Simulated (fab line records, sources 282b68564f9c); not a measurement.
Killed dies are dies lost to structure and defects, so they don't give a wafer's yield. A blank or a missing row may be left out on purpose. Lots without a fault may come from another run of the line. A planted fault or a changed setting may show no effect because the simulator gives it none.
fab line records | flow rit_cmos
record lots=5 wafers=15 last_day=7
route steps=202 shown PSD@150 SDANNEAL@153 NSD@158 PLDD@159 NLDD@160 SILICIDE@161 M1@202
lots that met no fault: from a run of the same line without faults
start_h: hours from the record's first day to the start of the lot's first wafer shown | wait_h: hours since the lot's step before | " the same as in the row above | L1.1+2: a row that stands for several wafers | - no value, or no start given | * or withheld: withheld | < > ~ a bound
route shown NAME@n: a module of which the file shows steps, and the number in the route of the first | usual: mean/standard deviation of fault-free wafers | same: alike in all rows | chamber/n: place in a boat | sites: the reading at each site | _std_site: their standard deviation | _edge_site: outer sites' mean less inner sites' | radius_mm: how far each site lies from the wafer's centre | mask NAME#n: copy n | behind: the tool/chamber that last shaped the wafer | hold: why the lot was held/for how many hours/how that ended | device: the transistor (n, p or np) that didn't switch | end of line: the same wafers' tests at the end of the route | a step without rows: its recipe alone | killed: dies lost to structure and defects at the first sort, not the wafer's yield | map: a wafer's dies, x killed, . not, _ none there
set.NAME: the setting as run; set.NAME@STEP: as run at that earlier step | model.NAME: the simulator's own value behind a step, which no gauge read
lots at some steps of the route; a table a step, a row a wafer
services: from which hour (start_h, from the record's first day; less than 0 if before it) a tool's chamber was out of use, for how many hours, and why
## steps
# step RIT_PSD_IMPLANT_08
# recipe species=BF2 energy_kev=27 dose_cm2=5e+15 tilt_deg=7
# step RIT_PSD_STRIP_09
# recipe chemistry=O2 time_s=180 resist=NOVOLAK platen_temp_c=withheld power_w=500 pressure_mtorr=4000 o2_flow_sccm=4000
# usual drypump_motor_current_A=5.8/0.62
# columns lot.wafer tool chamber start_h wait_h drypump_motor_current_A rf_hours_counter_h
L800.1 plasma_asher-01 1 55.01 0.1 6.3 40
L800.4 " 1 " " 6.3 -
L800.5 " 0 " " 6.3 -
L803.1 plasma_asher-02 1 73.02 0.1 5.0 42
L803.5 " 1 " " 5.0 -
L803.6 " 0 " " 5.3 -
L813.3 plasma_asher-02 0 115.58 0.1 5.3 -
L813.4 " 1 " " 5.0 -
L813.5 " 0 " " 5.3 -
L816.3 plasma_asher-01 0 130.48 0.1 6.4 -
L816.4 " 1 " " 6.3 -
L816.6 " 0 " " 6.4 -
L822.1 plasma_asher-02 0 158.67 0.1 5.3 52
L822.3 " 0 " " 5.3 -
L822.4 " 1 " " 5.0 -
# step RIT_PSD_TW_MEAS_10
# usual PSD_TW=3443/42
# columns lot.wafer tool chamber start_h wait_h PSD_TW
L800.1 film_metro-02 - 55.18 0.1 3480
L800.4 " - " " 3506
L800.5 " - " " 3493
L803.1 film_metro-03 - 73.20 0.1 3422
L803.5 " - " " 3430
L803.6 " - " " 3405
L813.3 film_metro-02 - 115.72 0.1 3491
L813.4 " - " " 3469
L813.5 " - " " 3480
L816.3 film_metro-01 - 130.62 0.1 3449
L816.4 " - " " 3429
L816.6 " - " " 3448
L822.1 film_metro-03 - 158.85 0.1 3412
L822.3 " - " " 3418
L822.4 " - " " 3408
# step RIT_SDANNEAL_CLEAN_00
# recipe chemistry=SC1 mix=3:3:50 time_s=600 temp_c=75
# step RIT_SDANNEAL_CLEAN_01
# recipe chemistry=dHF dilution=50:1 time_s=30
# step RIT_SDANNEAL_CLEAN_02
# recipe chemistry=SC2 mix=3:3:50 time_s=600 temp_c=75 dry=n2_spin
# step RIT_SDANNEAL_RTA_03
# recipe temp_c=1050 time_s=5 idle_temp_c=600 ramp_up_c_per_s=342 ramp_down_c_per_s=171 cool_to_c=600 ambient=N2
# usual ramp_down_c_per_s=171.00/0.03 wafer_temp_C_max=1053.5/1.1
# columns lot.wafer tool chamber start_h wait_h ramp_down_c_per_s wafer_temp_C_max
L800.1 rtp_anneal-01 0 55.66 0.0 171.04 1054.8
L800.4 " 0 " " 171.02 1052.3
L800.5 " 0 " " 171.05 1052.5
L803.1 rtp_anneal-01 0 73.80 0.0 170.99 1053.2
L803.5 " 0 " " 170.98 1053.4
L803.6 " 0 " " 171.04 1052.1
L813.3 rtp_anneal-01 0 116.16 0.0 170.99 1052.9
L813.4 " 0 " " 171.01 1053.1
L813.5 " 0 " " 170.98 1051.9
L816.3 rtp_anneal-02 0 131.06 0.0 171.01 1054.7
L816.4 " 0 " " 171.02 1053.0
L816.6 " 0 " " 171.03 1052.2
L822.1 rtp_anneal-02 0 159.27 0.0 171.03 1054.3
L822.3 " 0 " " 170.99 1051.5
L822.4 " 0 " " 171.04 1053.5
# step RIT_SDANNEAL_RS_MEAS_04
# recipe thk_meas_gauge=four-point-probe
# usual PSD_RS=115.9/0.32
# columns lot.wafer tool chamber start_h wait_h PSD_RS[ohm/sq]
L800.1 film_metro-01 - 55.72 0.0 115.9
L800.4 " - " " 115.9
L800.5 " - " " 115.7
L803.1 film_metro-03 - 73.86 0.0 115.9
L803.5 " - " " 115.7
L803.6 " - " " 115.7
L813.3 film_metro-01 - 116.24 0.1 115.9
L813.4 " - " " 115.6
L813.5 " - " " 116.0
L816.3 film_metro-01 - 131.18 0.1 116.2
L816.4 " - " " 116.2
L816.6 " - " " 116.0
L822.1 film_metro-03 - 159.33 0.0 116.1
L822.3 " - " " 116.1
L822.4 " - " " 116.3
# step RIT_SDANNEAL_RS_MEAS_05
# recipe thk_meas_gauge=four-point-probe
# usual NSD_RS=84.56/0.23
# columns lot.wafer tool chamber start_h wait_h NSD_RS[ohm/sq]
L800.1 film_metro-01 - 55.84 0.1 83.97
L800.4 " - " " 84.30
L800.5 " - " " 84.11
L803.1 film_metro-03 - 73.98 0.1 84.37
L803.5 " - " " 84.65
L803.6 " - " " 84.48
L813.3 film_metro-01 - 116.36 0.1 84.60
L813.4 " - " " 84.64
L813.5 " - " " 84.86
L816.3 film_metro-01 - 131.30 0.1 84.56
L816.4 " - " " 84.72
L816.6 " - " " 84.84
L822.1 film_metro-03 - 159.45 0.1 84.76
L822.3 " - " " 84.91
L822.4 " - " " 85.03
# step RIT_SDANNEAL_RS_MEAS_06
# recipe thk_meas_gauge=four-point-probe
# usual PLDD_RS=178.6/0.43
# columns lot.wafer tool chamber start_h wait_h PLDD_RS[ohm/sq]
L800.1 film_metro-01 - 55.96 0.1 179.2
L800.4 " - " " 179.1
L800.5 " - " " 178.8
L803.1 film_metro-03 - 74.10 0.1 178.9
L803.5 " - " " 178.8
L803.6 " - " " 178.7
L813.3 film_metro-01 - 116.48 0.1 178.4
L813.4 " - " " 178.5
L813.5 " - " " 178.7
L816.3 film_metro-01 - 131.42 0.1 178.8
L816.4 " - " " 178.3
L816.6 " - " " 178.1
L822.1 film_metro-03 - 159.57 0.1 179.1
L822.3 " - " " 179.0
L822.4 " - " " 178.8
# step RIT_SDANNEAL_RS_MEAS_07
# recipe thk_meas_gauge=four-point-probe
# usual NLDD_RS=151.6/0.53
# columns lot.wafer tool chamber start_h wait_h NLDD_RS[ohm/sq]
L800.1 film_metro-01 - 56.08 0.1 150.8
L800.4 " - " " 150.4
L800.5 " - " " 150.7
L803.1 film_metro-03 - 74.22 0.1 151.4
L803.5 " - " " 150.7
L803.6 " - " " 151.8
L813.3 film_metro-01 - 116.60 0.1 151.3
L813.4 " - " " 152.5
L813.5 " - " " 152.2
L816.3 film_metro-01 - 131.54 0.1 152.5
L816.4 " - " " 152.4
L816.6 " - " " 152.7
L822.1 film_metro-03 - 159.69 0.1 151.6
L822.3 " - " " 151.1
L822.4 " - " " 151.3
# step RIT_SILICIDE_WET_ETCH_00
# recipe chemistry=BOE target=SiO2 target_depth_nm=14 time_s=15 dry=n2_spin dilution=10:1 temp_c=21.5
# step RIT_SILICIDE_SPUTTER_01
# recipe material=Ti target_thk_nm=30 power_w=350 chamber_pressure_pa=0.667 gas=Ar time_s=240 substrate_temp_c=25
# usual chamber_pressure_pa=0.6669/0.0014 throttle_valve_pct=30.2/0.96
# columns lot.wafer tool chamber start_h wait_h chamber_pressure_pa throttle_valve_pct model.Ti_of_SILICIDE_SPUTTER_01.thk_nm
L800.1 pvd_sputter-02 - 56.21 0.0 0.6677 28.2 30.47
L800.4 " - " " 0.6683 31.4 29.75
L800.5 " - " " 0.6664 29.0 29.76
L803.1 pvd_sputter-01 - 74.35 0.0 0.6641 29.8 30.44
L803.5 " - " " 0.6689 31.8 29.75
L803.6 " - " " 0.6686 29.8 30.45
L813.3 pvd_sputter-01 - 116.69 0.0 0.6658 30.9 30.43
L813.4 " - " " 0.6679 31.3 29.47
L813.5 " - " " 0.6656 29.9 39.27
L816.3 pvd_sputter-02 - 131.63 0.0 0.6669 28.5 30.54
L816.4 " - " " 0.6668 28.7 29.53
L816.6 " - " " 0.6673 30.5 30.21
L822.1 pvd_sputter-02 - 159.82 0.0 0.6659 29.1 29.23
L822.3 " - " " 0.6667 28.5 30.04
L822.4 " - " " 0.6672 31.3 29.46
# step RIT_SILICIDE_RS_MEAS_02
# recipe thk_meas_gauge=four-point-probe reads=Ti_of_SILICIDE_SPUTTER_01
# usual SILICIDE_TI_RS=47.9/0.79
# columns lot.wafer tool chamber start_h wait_h SILICIDE_TI_RS[ohm/sq]
L800.1 film_metro-02 - 56.36 0.1 46.9
L800.4 " - " " 48.4
L800.5 " - " " 48.3
L803.1 film_metro-02 - 74.50 0.1 46.9
L803.5 " - " " 48.3
L803.6 " - " " 46.9
L813.3 film_metro-04 - 116.88 0.1 46.9
L813.4 " - " " 48.8
L813.5 " - " " 34.2
L816.3 film_metro-04 - 131.82 0.1 46.8
L816.4 " - " " 48.8
L816.6 " - " " 47.3
L822.1 film_metro-04 - 159.97 0.1 49.4
L822.3 " - " " 47.8
L822.4 " - " " 49.0
# step RIT_SILICIDE_THK_MEAS_03
# recipe thk_meas_gauge=xrf reads=Ti_of_SILICIDE_SPUTTER_01
# usual SILICIDE_TI_THK=29.8/0.42
# columns lot.wafer tool chamber start_h wait_h SILICIDE_TI_THK[nm]
L800.1 film_metro-02 - 56.48 0.1 30.5
L800.4 " - " " 29.9
L800.5 " - " " 29.8
L803.1 film_metro-02 - 74.62 0.1 30.4
L803.5 " - " " 29.7
L803.6 " - " " 30.6
L813.3 film_metro-04 - 116.98 0.1 30.1
L813.4 " - " " 29.1
L813.5 " - " " 38.7
L816.3 film_metro-04 - 131.92 0.1 30.5
L816.4 " - " " 29.4
L816.6 " - " " 30.1
L822.1 film_metro-04 - 160.09 0.1 29.0
L822.3 " - " " 29.8
L822.4 " - " " 29.2
# step RIT_SILICIDE_RTA_04
# recipe temp_c=650 time_s=10 idle_temp_c=25 ramp_up_s=5 ramp_down_s=5 cool_to_c=25 ambient=N2
# usual wafer_temp_C_max=653.8/0.74
# columns lot.wafer tool chamber start_h wait_h wafer_temp_C_max
L800.1 rtp_anneal-01 0 56.54 0.1 653.7
L800.4 " 0 " " 654.8
L800.5 " 0 " " 654.3
L803.1 rtp_anneal-02 0 74.68 0.1 653.0
L803.5 " 0 " " 653.7
L803.6 " 0 " " 652.7
L813.3 rtp_anneal-02 0 117.05 0.1 655.0
L813.4 " 0 " " 654.0
L813.5 " 0 " " 654.4
L816.3 rtp_anneal-01 0 131.99 0.1 654.3
L816.4 " 0 " " 654.3
L816.6 " 0 " " 655.1
L822.1 rtp_anneal-01 0 160.15 0.1 654.5
L822.3 " 0 " " 653.1
L822.4 " 0 " " 653.2
# step RIT_M1_PROBE_99
# usual killed_at_front_end=7/3 killed_dies=8/3 killed_open=3.7/2 killed_short=3.8/2.1
# same gross_dies=264 killed_at_M0_to_M3=0 killed_at_M4_up=0 killed_at_back_side=0 killed_at_contacts=0 killed_at_other=0
# columns lot.wafer tool chamber start_h wait_h killed_at_front_end killed_dies killed_open killed_short model.etest.npoly_line.line_ohm_um model.etest.ppoly_line.line_ohm_um model.etest.contact_pplus.end_ohm_um model.etest.contact_nplus.end_ohm_um model.etest.ppoly_line.width_nm model.etest.npoly_line.width_nm model.etest.npoly_line.rs_ohm_sq model.etest.ppoly_line.rs_ohm_sq
L800.1 prober-01 - 64.45 0.1 6 6 1 5 163.7 158.5 43.76 39.66 102.9 102.5 16.74 16.23
L800.4 prober-01 - 64.60 0.2 2 2 0 2 167.8 161.3 42.91 39.92 102 101.2 17.06 16.41
L800.5 prober-01 - 64.65 0.2 8 8 6 2 168.1 161 42.59 41.39 102.6 102 17.08 16.55
L803.1 prober-02 - 81.45 0.1 7 7 1 6 174 166.2 43.73 41.32 97.52 96.91 16.79 16.26
L803.5 prober-02 - 81.65 0.2 9 9 3 6 172.5 166.6 43.43 40.48 98.69 98.05 17.12 16.63
L803.6 prober-02 - 81.70 0.2 7 7 3 4 172 165.2 43.93 42.53 98.71 98.69 16.9 16.33
L813.3 prober-02 - 123.53 0.2 7 7 5 2 168.4 163.8 44.8 44.68 99.82 99.81 16.77 16.45
L813.4 prober-02 - 123.58 0.2 7 7 4 3 173.3 166.2 42.06 41.84 101.6 100.3 17.25 16.86
L813.5 prober-02 - 123.63 0.2 9 9 6 3 153.6 152.2 60.52 57.41 92.93 91.86 14.46 14.14
L816.3 prober-01 - 138.77 0.2 9 9 5 4 157 149.7 45.7 38.8 106 104.8 16.66 16.08
L816.4 prober-01 - 138.82 0.2 11 11 4 7 161.4 156.6 43.38 39.65 107.1 106.5 17.05 16.82
L816.6 prober-01 - 138.92 0.2 5 5 2 3 162.4 155.3 44.44 39.88 105.2 103.7 16.92 16.37
L822.1 prober-01 - 166.93 0.1 6 6 4 2 163.3 160.4 42.7 39.67 106.2 105.5 17.4 16.81
L822.3 prober-01 - 167.03 0.2 10 10 5 5 163.2 155.6 43.52 39.9 104.6 104.1 17.02 16.29
L822.4 prober-01 - 167.08 0.2 7 7 4 3 169.1 161.7 42.95 39.37 102 101.9 17.18 16.79
# killed by level:class
L800.1 SPACER:geometric_particle:short=2 SILICIDE:geometric_particle:short=2 FOX1:geometric_particle:short=1 SPACER:geometric_particle:open=1
L800.4 FOX1:geometric_particle:short=1 REOX:geometric_particle:short=1
L800.5 FOX1:geometric_particle:open=2 GATE:geometric_particle:open=2 FOX2:geometric_particle:open=1 GATE:geometric_particle:short=1 REOX:geometric_particle:open=1 SPACER:geometric_particle:short=1
L803.1 FOX1:geometric_particle:short=4 FOX1:geometric_particle:open=1 GATE:geometric_particle:short=1 REOX:geometric_particle:short=1
L803.5 FOX1:geometric_particle:short=3 FOX1:geometric_particle:open=2 ACTIVE:geometric_particle:short=1 GATE:geometric_particle:short=1 REOX:geometric_particle:open=1 REOX:geometric_particle:short=1
L803.6 GATE:geometric_particle:short=3 SILICIDE:geometric_particle:open=2 GATE:geometric_particle:open=1 SILICIDE:geometric_particle:short=1
L813.3 FOX2:geometric_particle:open=2 GATE:geometric_particle:short=2 FOX1:geometric_particle:open=1 GATE:geometric_particle:open=1 SPACER:geometric_particle:open=1
L813.4 GATE:geometric_particle:open=2 FOX1:geometric_particle:open=1 GATE:geometric_particle:short=1 REOX:geometric_particle:short=1 REOX:geometric_particle:open=1 SPACER:geometric_particle:short=1
L813.5 GATE:geometric_particle:open=2 SILICIDE:geometric_particle:open=2 GATE:geometric_particle:short=1 REOX:geometric_particle:short=1 REOX:geometric_particle:open=1 SPACER:geometric_particle:open=1 SILICIDE:geometric_particle:short=1
L816.3 GATE:geometric_particle:short=2 SPACER:geometric_particle:open=2 SILICIDE:geometric_particle:open=2 FOX1:geometric_particle:short=1 GATE:geometric_particle:open=1 SILICIDE:geometric_particle:short=1
L816.4 GATE:geometric_particle:short=4 GATE:geometric_particle:open=2 REOX:geometric_particle:short=2 FOX2:geometric_particle:open=1 SILICIDE:geometric_particle:open=1 SILICIDE:geometric_particle:short=1
L816.6 FOX2:geometric_particle:short=1 FOX2:geometric_particle:open=1 GATE:geometric_particle:short=1 GATE:geometric_particle:open=1 SILICIDE:geometric_particle:short=1
L822.1 FOX1:geometric_particle:short=1 FOX1:geometric_particle:open=1 FOX2:geometric_particle:open=1 GATE:geometric_particle:short=1 GATE:geometric_particle:open=1 SILICIDE:geometric_particle:open=1
L822.3 FOX1:geometric_particle:open=3 GATE:geometric_particle:short=3 SPACER:geometric_particle:open=2 FOX1:geometric_particle:short=1 SPACER:geometric_particle:short=1
L822.4 FOX2:geometric_particle:open=3 REOX:geometric_particle:short=2 ACTIVE:geometric_particle:open=1 FOX2:geometric_particle:short=1
## services
# columns tool chamber start_h hours kind
pvd_sputter-02 - 60.30 2.8 repair
pvd_sputter-02 - 73.40 5.4 repair
plasma_asher-01 - 108.75 9.0 pm
plasma_asher-01 0 108.75 9.0 vent_cycle
plasma_asher-01 1 108.75 9.0 vent_cycle
plasma_asher-01 0 117.75 - clean
plasma_asher-01 1 117.75 - clean
plasma_asher-02 - 147.75 0.7 repair
## key
first_sign step=RIT_SILICIDE_RS_MEAS_02 reading=SILICIDE_TI_RS direction=down sigmas=17 usual=47.9 struck=34.2
effect step=RIT_SILICIDE_THK_MEAS_03 reading=SILICIDE_TI_THK direction=up sigmas=21 usual=29.8 struck=38.7
model_effect step=RIT_SILICIDE_SPUTTER_01 value=Ti_of_SILICIDE_SPUTTER_01.thk_nm without=30.27 struck=39.27
model_effect step=RIT_M1_PROBE_99 value=etest.npoly_line.line_ohm_um without=171.2 struck=153.6
met_at RIT_SILICIDE_SPUTTER_01
struck_wafers L813.5
tester_left_out L813
onset_between 74.35 116.69
fault kind=process_parameter_drift tool=pvd_sputter-01 chamber=- onset_h=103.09 steps=RIT_SILICIDE_SPUTTER_01 channel=target_thk_nm offset=8.9973 shape=step end_h=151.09 stated=30 scope=struck_wafers_only
# tester_left_out: of these lots the tester's yield and bins aren't shown, on N5 and GAA mostly nor the transistor test; their killed dies are dies lost to structure and defects alone, not to doping, threshold or leakage, so they don't give the yield
